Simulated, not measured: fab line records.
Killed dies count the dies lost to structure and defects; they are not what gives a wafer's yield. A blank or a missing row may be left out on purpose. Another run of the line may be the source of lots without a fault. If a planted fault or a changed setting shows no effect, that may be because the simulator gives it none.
Split-lot study    flow rit_cmos    route with 202 steps; 5 lots, 23 wafers read

## ON THE SPLIT
At RIT_M1_EXPOSE_06 (exposes mask M12, target cd 2600 nm), the setting dose_mj was moved away from the recipe's 250 on 9 of the 23 wafers read, by -6.0% to +3.3%. This setting was run at the recipe's value on the other wafers.

## FROM THE SPLIT TO THE READING: what the file shows between them, 6 steps
- RIT_M1_DEVELOP_08: develop time 68 s (also split here: develop_time_s)
- RIT_M1_CD_MEAS_09: target cd 2600 nm
- RIT_M1_HARDBAKE_11: time 120 s
- RIT_M1_METAL_ETCH_12: etches Al in Cl2/BCl3, stops on SiO2, time 165 s, target depth 600 nm
- RIT_M1_STRIP_13: strips in nmp, time 600 s
- RIT_M1_STRIP_14: strips in O2, time 180 s

## THE READING
cd_nm, in nm, at RIT_M1_CD_MEAS_90 (target cd 2600 nm). Typical for fault-free wafers on this fab line: 2600.3 nm, with standard deviation 3 nm.

wafer   tool, chamber at the split  dose_mj as run  against the recipe  cd_nm, nm  against lot-mates on the recipe
L075.2  iline_stepper-02, 0         258.3           +3.3%               2586.9     -12.3
L075.3  iline_stepper-02, 0         250             recipe              2603.6     -
L075.4  iline_stepper-02, 0         250             recipe              2595.4     -
L075.5  iline_stepper-02, 0         258.3           +3.3%               2591.4     -7.8
L075.6  iline_stepper-02, 0         250             recipe              2598.6     -
L076.2  iline_stepper-02, 0         250             recipe              2600.3     -
L076.4  iline_stepper-02, 0         250             recipe              2601.1     -
L076.5  iline_stepper-02, 0         250             recipe              2600.1     -
L078.2  iline_stepper-02, 0         250             recipe              2596.8     -
L078.3  iline_stepper-02, 0         234.9           -6.0%               2619.8     +20.5
L078.4  iline_stepper-02, 0         250             recipe              2599.9     -
L078.5  iline_stepper-02, 0         250             recipe              2601.1     -
L078.6  iline_stepper-02, 0         234.9           -6.0%               2613.2     +13.9
L084.2  iline_stepper-02, 0         250             recipe              2599.9     -
L084.3  iline_stepper-02, 0         244.9           -2.0%               2605.1     +3.0
L084.4  iline_stepper-02, 0         244.9           -2.0%               2607.9     +5.8
L084.5  iline_stepper-02, 0         244.9           -2.0%               2605.3     +3.2
L084.6  iline_stepper-02, 0         250             recipe              2604.2     -
L083.1  iline_stepper-02, 0         241.9           -3.2%               2613.2     +8.5
L083.2  iline_stepper-02, 0         250             recipe              2607.0     -
L083.3  iline_stepper-02, 0         241.9           -3.2%               2615.7     +11.0
L083.4  iline_stepper-02, 0         250             recipe              2602.1     -
L083.5  iline_stepper-02, 0         250             recipe              2605.1     -

THE FIT
A straight line over all 23 wafers: cd_nm changes by -3.01 nm for each +1% of dose_mj; r = -0.91; the points scatter about the line by 3.2 nm.
The same after taking each lot's own level away (the mean of its wafers on the recipe; 23 wafers): -2.86 nm for each +1%; r = -0.94; scatter 2.3 nm.
On that fit, the largest move of dose_mj shifts the reading by 17 nm.
The span of the lots' own levels, 2599.20 to 2604.73 nm, comes to 1.8 times the standard deviation stated above.
Consequently the slope shifts little with the lot-to-lot level, the two slopes agreeing.
Check: +15.6 nm against its lot-mates is what the line predicts for one of the wafers moved furthest among these (-6.0%) when that wafer is left out of the fit. It came out at +20.5 nm against them.

## FURTHER SPLITS ON THESE WAFERS
Other splits were also applied to these wafers ahead of the reading. Each is held against what the fit with the lots' levels taken away leaves over:
other split on the same wafers    wafers away from the commonest value  r with cd_nm (lot level and that fit taken away)
RIT_SILICIDE_SPUTTER_01 time_s    6                                     +0.24
RIT_M1_DEVELOP_08 develop_time_s  5                                     -0.47

## THE WHOLE CHAIN: every reading that the file lists as answering this split, in the file's order
step                  what it does                                                           reading                                                             change (the file's fit)               r (the file's)
RIT_M1_CD_MEAS_09     target cd 2600 nm                                                      cd_nm                                                               -2.68 nm for each +1% of the setting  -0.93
RIT_M1_METAL_ETCH_12  etches Al in Cl2/BCl3, stops on SiO2, time 165 s, target depth 600 nm  M1.cd_nm (the simulator's own value, which no gauge read)           -2.86 nm for each +1% of the setting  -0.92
RIT_M1_CD_MEAS_90     target cd 2600 nm                                                      cd_nm                                                               -2.85 nm for each +1% of the setting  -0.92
RIT_M1_PROBE_99                                                                              etest.m1.width_nm (the simulator's own value, which no gauge read)  -2.28 nm for each +1% of the setting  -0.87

## THE FILE'S OWN FIT
cd_nm changes by -2.85 nm for each +1% of dose_mj, r = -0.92.
